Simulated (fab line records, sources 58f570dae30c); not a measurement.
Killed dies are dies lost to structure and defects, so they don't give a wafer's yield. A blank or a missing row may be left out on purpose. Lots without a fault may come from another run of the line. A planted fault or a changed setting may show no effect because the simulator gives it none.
Which tool did it? | flow berkeley_cmos170 | 7 lots, 21 wafers sampled, at 1 step of a route of 331

WHAT THE GAUGES READ, wafer by wafer
UCB170_NWELL_THK_MEAS_02.
lot  | measured    | on            | NWELL_OXIDE_THK (nm)
L893 | day 2 03:49 | film_metro-02 | 26.2 26.3 26.3
L895 | day 2 17:40 | film_metro-02 | 26.5 26.6 26.5
L898 | day 3 08:25 | film_metro-03 | 26.7 26.6 26.4
L900 | day 3 14:08 | film_metro-04 | 26.3 26.7 26.6
L905 | day 4 18:25 | film_metro-03 | 25.3 25.3 25.6
L913 | day 6 06:02 | film_metro-04 | 26.2 25.7 25.8
L915 | day 6 19:46 | film_metro-02 | 27.0 26.4 26.5

WHICH TOOL RAN EACH LOT (tool, then ch and the chambers of the sampled wafers, then the start)
The record holds no process step before these readings.

THE ANSWER, worked out from the rows above alone
Rule: what is usual is taken from the lots themselves. Put in order of their means at a reading, lots are off if they are a third of the lots or fewer, leave a main group of 4 or more, and stand apart from it by a gap of 3 or more times the standard deviation of the main group's means; of several such gaps the widest counts. A main group whose means are all the same, to the digits that the tables above print for the reading, isn't used. A lot without any number at a reading at which 4 lots or more have one is off too. The other lots that the step has rows for count as sound.
No lot is off at any reading shown: from this, nothing can be told.

WHAT THE SIMULATOR HAD PUT IN
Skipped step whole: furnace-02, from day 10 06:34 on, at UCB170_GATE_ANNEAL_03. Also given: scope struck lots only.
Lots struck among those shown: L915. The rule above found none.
